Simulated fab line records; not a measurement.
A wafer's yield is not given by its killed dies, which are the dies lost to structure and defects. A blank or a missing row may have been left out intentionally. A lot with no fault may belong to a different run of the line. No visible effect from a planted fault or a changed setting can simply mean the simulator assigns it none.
Comparing a struck lot with a sound one / flow berkeley_cmos170 / 19 steps out of a route of 331
Sound: these wafers, L966.1, L966.3, L966.4. Wafers struck: L985.2, L985.5, L985.6. Last of all comes the cause.
Order at every step that has rows: each side's tool, ch and its chambers, its first start. Under that, the readings that differ: sound wafers / struck wafers / difference of the means / sigmas: that difference in standard deviations of wafers without a fault.
alike: words and numbers the same on both sides, and readings whose means are apart by under 2 such deviations; not compared: readings that were withheld, readings missing a value for some wafer, numbers with overlapping values and no deviation given by the record, and bounds like >300 which may hide the same value.
A row with sigmas, a row that says differs or no value, or rows on one side alone: a step with any of these is where the two part. Non-overlapping numbers with no deviation appear without sigmas and do not part them. A reading missing from all wafers of one side parts the sides only when that side holds two or more wafers.

first, 1 step without rows for these wafers: UCB170_GATE_WET_ETCH_00 (etches SiO2 in dHF, time 200 s).
UCB170_FIELD_THK_MEAS_91:
  sound: film_metro-01 at day 6 06:19; struck: film_metro-03 at day 10 23:47
  alike: FIELD_OXIDE_LEFT_2_THK
then, 1 step without rows for these wafers: UCB170_GATE_OXIDATION_01 (target thk 6.6 nm, ox time 1800 s).
UCB170_GATE_THK_MEAS_02:
  sound: film_metro-03 at day 6 14:45; struck: film_metro-01 at day 11 02:29
  alike: GATE_OXIDE_THK
then, 2 steps without rows for these wafers: UCB170_GATE_ANNEAL_03 (time 1800 s); UCB170_GATE_CVD_04 (deposits poly-Si from SiH4, time 1440 s, target thk 214 nm).
UCB170_GATE_THK_MEAS_05:
  sound: film_metro-01 at day 6 20:15; struck: film_metro-02 at day 11 08:19
  alike: GATE_POLY_THK
then, 5 steps without rows for these wafers: UCB170_GATE_COAT_06; UCB170_GATE_COAT_07 (resist thk 900 nm); UCB170_GATE_SOFTBAKE_08 (time 60 s); UCB170_GATE_EXPOSE_09 (exposes mask POLY, target cd 350 nm); UCB170_GATE_PEB_10.
UCB170_GATE_DEVELOP_11: develop time 45 s.
  sound on litho_track-04 ch 0, day 6 21:00; struck on litho_track-04 ch 0, day 11 10:00
UCB170_GATE_CD_MEAS_12: target cd 350 nm.
  sound: cd_sem-02 at day 6 21:48; struck: cd_sem-02 at day 11 10:13
  alike: cd_nm
UCB170_GATE_OVL_MEAS_13:
  sound: overlay-01 at day 6 21:55; struck: overlay-01 at day 11 10:19
  alike: GATE_OVL
UCB170_GATE_ETCH_14: etches BARC in N2/H2.
  sound on rie_diel-03 ch 1,3, day 6 21:58; struck on rie_diel-04 ch 1,2, day 11 10:21
  alike: chamber_pressure_mTorr, drypump_motor_current_A, oes_product_au, throttle_valve_pct
UCB170_GATE_ETCH_15: etches poly-Si in HBr/Cl2, stops on SiO2, time 56.3 s, target depth 278.2 nm.
  sound on rie_si-02 ch 1,2,3, day 6 22:00; struck on rie_si-02 ch 0,1,3, day 11 10:23
  alike: HBr_flow_sccm, chamber_pressure_mTorr, drypump_motor_current_A, oes_product_au, throttle_valve_pct
  not compared: rf_hours_counter_h, model.GATE.cd_nm
UCB170_GATE_STRIP_16: strips in O2.
  sound on plasma_asher-01 ch 0,1, day 6 22:03; struck on plasma_asher-04 ch 0,1, day 11 10:26
  alike: chamber_pressure_mTorr, drypump_motor_current_A, oes_product_au
  not compared: rf_hours_counter_h
UCB170_M3_PROBE_99:
  sound wafers here have rows in the record (prober-02, day 8 07:22); struck ones have none

WHERE THEY PART
Only at UCB170_M3_PROBE_99, as far as this record shows.

WHY: the cause the simulator had injected
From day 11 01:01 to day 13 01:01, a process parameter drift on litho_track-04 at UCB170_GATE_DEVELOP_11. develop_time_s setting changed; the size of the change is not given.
